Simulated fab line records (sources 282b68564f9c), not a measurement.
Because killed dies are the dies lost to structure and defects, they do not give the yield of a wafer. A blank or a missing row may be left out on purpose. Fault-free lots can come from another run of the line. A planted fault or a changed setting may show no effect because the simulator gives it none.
Which tool did it?    flow rit_cmos    Sampling: 14 lots, 42 wafers, 2 of 202 route steps

## WHAT THE GAUGES READ, wafer by wafer
Not one reading of a measure or inspect step in the record can be checked against a usual standard deviation.

## TOOL THAT RAN EACH LOT (tool first, then ch and the chambers of the sampled wafers, then the start)
lot   RIT_M1_STRIP_13                 RIT_M1_PROBE_99
L417  wet_bench-03 ch 2, day 3 08:56  prober-02, day 3 11:02
L418  wet_bench-03 ch 1, day 3 14:29  -
L419  wet_bench-04 ch 2, day 3 18:28  -
L420  wet_bench-04 ch 2, day 4 00:18  -
L423  wet_bench-04 ch 2, day 4 13:58  -
L424  wet_bench-01 ch 3, day 4 20:32  -
L425  wet_bench-03 ch 3, day 5 04:10  -
L428  wet_bench-03 ch 3, day 6 00:38  prober-01, day 6 02:43
L430  wet_bench-03 ch 0, day 6 07:17  prober-01, day 6 09:23
L431  wet_bench-03 ch 0, day 6 11:32  prober-02, day 6 13:40
L432  wet_bench-03 ch 0, day 6 22:10  -
L433  wet_bench-03 ch 2, day 7 00:38  prober-02, day 7 02:47
L438  wet_bench-04 ch 3, day 8 02:53  prober-01, day 8 05:07
L440  wet_bench-03 ch 1, day 8 10:19  -
- RIT_M1_STRIP_13: strips in nmp, time 600 s.
- RIT_M1_PROBE_99

## AS READ BY THE TOOLS THEMSELVES (means over the sampled wafers that have a number; for cases with no such wafer, the mark the record gives instead)
RIT_M1_STRIP_13.
lot   tool          bath_guard_temp_C (C)  bath_heat_duty_pct (%)
L417  wet_bench-03  80.2                   17.6
L418  wet_bench-03  79.9                   15.5
L419  wet_bench-04  80.5                   15.4
L420  wet_bench-04  80.6                   14.6
L423  wet_bench-04  80.4                   14.7
L424  wet_bench-01  79.6                   21.5
L425  wet_bench-03  80.2                   18.6
L428  wet_bench-03  80.1                   16.6
L430  wet_bench-03  -                      -
L431  wet_bench-03  -                      -
L432  wet_bench-03  80.5                   19.9
L433  wet_bench-03  79.9                   17.9
L438  wet_bench-04  79.4                   19.9
L440  wet_bench-03  79.8                   15.4

RIT_M1_PROBE_99.
lot   tool       defect_limited_yield (%)  killed_at_M0_to_M3  killed_at_contacts  killed_at_front_end  killed_dies  killed_open  killed_short  sort_bin_3_pad_short (%)  sort_bin_5_function (%)  sort_bin_6_memory (%)  sort_n_pass  sort_yield_pct (%)
L417  prober-02  97.2                      0.0                 0.3                 7                    7            3.3          4.0           0.1                       1.3                      1.4                    257          97.2
L428  prober-01  97.2                      0.0                 0.0                 7                    7            4.0          3.3           0.3                       1.4                      1.1                    257          97.2
L430  prober-01  98.1                      0.0                 0.0                 5                    5            2.3          2.7           0.0                       1.4                      0.5                    259          98.1
L431  prober-02  96.7                      0.0                 0.0                 9                    9            4.0          4.7           0.0                       2.5                      0.8                    255          96.7
L433  prober-02  98.3                      0.0                 0.0                 4                    4            3.0          1.3           0.1                       0.9                      0.6                    260          98.3
L438  prober-01  97.7                      0.0                 0.0                 6                    6            3.0          3.0           0.0                       1.5                      0.8                    258          97.7

## THE ANSWER, worked out from the rows above alone
Rule: usual is defined by the lots themselves. Put in order of their means at a reading, lots are off if they are a third of the lots or fewer, leave a main group of 4 or more, and stand apart from it by a gap of 3 or more times the standard deviation of the main group's means; of several such gaps the widest counts. The tables above print the reading to a certain number of digits; a main group whose means all agree to those digits is not used. Also off: a lot with no number at a reading for which 4 or more lots have one. All remaining lots with rows at the step are treated as sound. After the gauges, taken in route order, come the tools' own readings; for these a lot's mean is taken, as printed above. The first step at which some lot is off is used, and at that step the reading that is off furthest; a lot without a number counts as furthest.
Off at RIT_M1_STRIP_13 (bath_guard_temp_C): L430, L431. Without a number there: L430, L431. The main group: mean 80.1 C, standard deviation 0.36.
If a tool, at that step or one of the process steps before it, ran each lot that is off and ran no sound lot following the first of them, it fits. No candidate that was tried fits.

## WHAT THE SIMULATOR HAD INSERTED
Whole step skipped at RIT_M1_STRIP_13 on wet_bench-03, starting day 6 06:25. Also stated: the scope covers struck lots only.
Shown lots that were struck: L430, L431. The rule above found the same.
